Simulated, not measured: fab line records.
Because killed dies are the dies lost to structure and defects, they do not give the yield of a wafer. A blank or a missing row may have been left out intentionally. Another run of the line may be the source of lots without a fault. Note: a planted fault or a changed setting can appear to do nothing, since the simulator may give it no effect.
Which tool is to blame? :: flow berkeleyCmos170 :: Sampling: 14 lots, 42 wafers, 3 of 331 route steps

== WHAT THE GAUGES READ, wafer by wafer ==
UCB170_V2_BOW_MEAS_03.
lot: L461
measured: day 8 01:29
on: filmMetro-03
V2_BOW (um): 33 33 33

lot: L462
measured: day 8 09:40
on: filmMetro-03
V2_BOW (um): 46 34 47

lot: L464
measured: day 8 12:07
on: filmMetro-04
V2_BOW (um): 33 26 38

lot: L465
measured: day 8 12:30
on: filmMetro-03
V2_BOW (um): 29 30 31

lot: L466
measured: day 9 08:49
on: filmMetro-01
V2_BOW (um): 39 41 34

lot: L468
measured: day 9 18:20
on: filmMetro-03
V2_BOW (um): 29 37 41

lot: L467
measured: day 9 18:31
on: filmMetro-01
V2_BOW (um): 46 37 32

lot: L470
measured: day 9 18:49
on: filmMetro-03
V2_BOW (um): 30 23 35

lot: L469
measured: day 9 18:40
on: filmMetro-04
V2_BOW (um): 41 40 37

lot: L473
measured: day 10 12:45
on: filmMetro-03
V2_BOW (um): 34 45 46

lot: L474
measured: day 10 15:07
on: filmMetro-01
V2_BOW (um): 43 43 57

lot: L478
measured: day 11 16:01
on: filmMetro-01
V2_BOW (um): 44 43 38

lot: L483
measured: day 12 05:59
on: filmMetro-04
V2_BOW (um): 37 32 32

lot: L484
measured: day 12 23:00
on: filmMetro-04
V2_BOW (um): 30 38 34

UCB170_V2_CD_MEAS_12 targets a cd of 700 nm.
lot: L461
measured: day 8 03:02
on: cdSem-02
cdNm (nm): 698.0 698.7 697.7

lot: L462
measured: day 8 12:07
on: cdSem-02
cdNm (nm): 700.7 700.1 700.9

lot: L464
measured: day 8 13:44
on: cdSem-02
cdNm (nm): 698.2 698.9 701.1

lot: L465
measured: day 8 14:01
on: cdSem-02
cdNm (nm): 700.0 701.7 702.4

lot: L466
measured: day 9 10:01
on: cdSem-01
cdNm (nm): 698.7 700.2 699.6

lot: L468
measured: day 9 20:05
on: cdSem-02
cdNm (nm): 697.1 696.8 695.8

lot: L467
measured: day 9 20:15
on: cdSem-01
cdNm (nm): 701.6 700.6 701.6

lot: L470
measured: day 9 20:37
on: cdSem-02
cdNm (nm): 701.7 701.6 701.8

lot: L469
measured: day 9 20:22
on: cdSem-01
cdNm (nm): 701.4 702.1 700.3

lot: L473
measured: day 10 14:45
on: cdSem-01
cdNm (nm): 701.0 701.4 701.5

lot: L474
measured: day 10 18:24
on: cdSem-01
cdNm (nm): 700.8 700.4 700.9

lot: L478
measured: day 11 17:31
on: cdSem-02
cdNm (nm): 701.8 700.8 702.2

lot: L483
measured: day 12 09:55
on: cdSem-01
cdNm (nm): 701.6 700.2 699.5

lot: L484
measured: day 13 02:01
on: cdSem-01
cdNm (nm): 702.0 700.3 698.7

== WHICH TOOL RAN EACH LOT (tool, then ch and the chambers of the sampled wafers, then the start) ==
lot: L461
UCB170_PSD_STRIP_09: plasmaAsher-04 ch 0,1, day 7 01:32

lot: L462
UCB170_PSD_STRIP_09: plasmaAsher-03 ch 0,1, day 7 11:10

lot: L464
UCB170_PSD_STRIP_09: plasmaAsher-01 ch 0,1, day 7 11:26

lot: L465
UCB170_PSD_STRIP_09: plasmaAsher-01 ch 0,1, day 7 11:33

lot: L466
UCB170_PSD_STRIP_09: plasmaAsher-01 ch 1, day 8 09:56

lot: L468
UCB170_PSD_STRIP_09: plasmaAsher-03 ch 0,1, day 8 17:35

lot: L467
UCB170_PSD_STRIP_09: plasmaAsher-01 ch 0,1, day 8 17:44

lot: L470
UCB170_PSD_STRIP_09: plasmaAsher-04 ch 0,1, day 8 17:50

lot: L469
UCB170_PSD_STRIP_09: plasmaAsher-03 ch 0, day 8 18:04

lot: L473
UCB170_PSD_STRIP_09: plasmaAsher-03 ch 0,1, day 9 11:28

lot: L474
UCB170_PSD_STRIP_09: plasmaAsher-03 ch 0,1, day 9 11:57

lot: L478
UCB170_PSD_STRIP_09: plasmaAsher-03 ch 0,1, day 10 13:27

lot: L483
UCB170_PSD_STRIP_09: plasmaAsher-04 ch 0,1, day 11 02:14

lot: L484
UCB170_PSD_STRIP_09: plasmaAsher-04 ch 0,1, day 11 19:53
- UCB170_PSD_STRIP_09: strips in O2.

== WHAT THE TOOLS THEMSELVES READ (means of the sampled wafers that have a number; where no wafer has one, the mark that the record gives instead) ==
UCB170_PSD_STRIP_09.
lot: L461
tool: plasmaAsher-04
drypumpMotorCurrentA (A): 6.3
o2FlowSccm (sccm): 399.5
oesProductAu (a.u.): 0.596
stripTimeToEndpointS (s): 29.62

lot: L462
tool: plasmaAsher-03
drypumpMotorCurrentA (A): 5.3
o2FlowSccm (sccm): 401.2
oesProductAu (a.u.): 0.596
stripTimeToEndpointS (s): 29.52

lot: L464
tool: plasmaAsher-01
drypumpMotorCurrentA (A): 6.2
o2FlowSccm (sccm): 400.4
oesProductAu (a.u.): 0.599
stripTimeToEndpointS (s): 29.72

lot: L465
tool: plasmaAsher-01
drypumpMotorCurrentA (A): 6.0
o2FlowSccm (sccm): 400.1
oesProductAu (a.u.): 0.594
stripTimeToEndpointS (s): 29.74

lot: L466
tool: plasmaAsher-01
drypumpMotorCurrentA (A): 6.5
o2FlowSccm (sccm): 400.3
oesProductAu (a.u.): 0.597
stripTimeToEndpointS (s): 29.61

lot: L468
tool: plasmaAsher-03
drypumpMotorCurrentA (A): 5.2
o2FlowSccm (sccm): 401.2
oesProductAu (a.u.): 0.596
stripTimeToEndpointS (s): 29.62

lot: L467
tool: plasmaAsher-01
drypumpMotorCurrentA (A): 6.0
o2FlowSccm (sccm): 401.5
oesProductAu (a.u.): 0.596
stripTimeToEndpointS (s): 29.52

lot: L470
tool: plasmaAsher-04
drypumpMotorCurrentA (A): 6.3
o2FlowSccm (sccm): 399.4
oesProductAu (a.u.): 0.595
stripTimeToEndpointS (s): 29.58

lot: L469
tool: plasmaAsher-03
drypumpMotorCurrentA (A): 5.2
o2FlowSccm (sccm): 398.4
oesProductAu (a.u.): 0.599
stripTimeToEndpointS (s): 29.53

lot: L473
tool: plasmaAsher-03
drypumpMotorCurrentA (A): 5.2
o2FlowSccm (sccm): 398.1
oesProductAu (a.u.): 0.600
stripTimeToEndpointS (s): 29.53

lot: L474
tool: plasmaAsher-03
drypumpMotorCurrentA (A): 5.2
o2FlowSccm (sccm): 400.2
oesProductAu (a.u.): 0.597
stripTimeToEndpointS (s): 29.57

lot: L478
tool: plasmaAsher-03
drypumpMotorCurrentA (A): 5.2
o2FlowSccm (sccm): 400.5
oesProductAu (a.u.): 0.595
stripTimeToEndpointS (s): 29.59

lot: L483
tool: plasmaAsher-04
drypumpMotorCurrentA (A): 6.2
o2FlowSccm (sccm): 401.7
oesProductAu (a.u.): 0.594
stripTimeToEndpointS (s): 29.68

lot: L484
tool: plasmaAsher-04
drypumpMotorCurrentA (A): 6.2
o2FlowSccm (sccm): 399.7
oesProductAu (a.u.): 0.593
stripTimeToEndpointS (s): 29.68

== THE ANSWER, worked out from the rows above alone ==
Rule: the lots themselves supply what counts as usual. Put in order of their means at a reading, lots are off if they are a third of the lots or fewer, leave a main group of 4 or more, and stand apart from it by a gap of 3 or more times the standard deviation of the main group's means; of several such gaps the widest counts. A main group is skipped when, at the precision printed for the reading in the tables above, its means are all equal. A lot without any number at a reading at which 4 lots or more have one is off too. Any other lot the step has rows for is counted as sound. The gauges are gone through in route order, then the tools' own readings, and for those a lot's mean is taken as printed above. The first step at which some lot is off is used, and at that step the reading that is off furthest; a lot without a number counts as furthest.
No lot is off on any of the readings shown, so nothing can be concluded from this.

== WHAT HAD BEEN PUT IN BY THE SIMULATOR ==
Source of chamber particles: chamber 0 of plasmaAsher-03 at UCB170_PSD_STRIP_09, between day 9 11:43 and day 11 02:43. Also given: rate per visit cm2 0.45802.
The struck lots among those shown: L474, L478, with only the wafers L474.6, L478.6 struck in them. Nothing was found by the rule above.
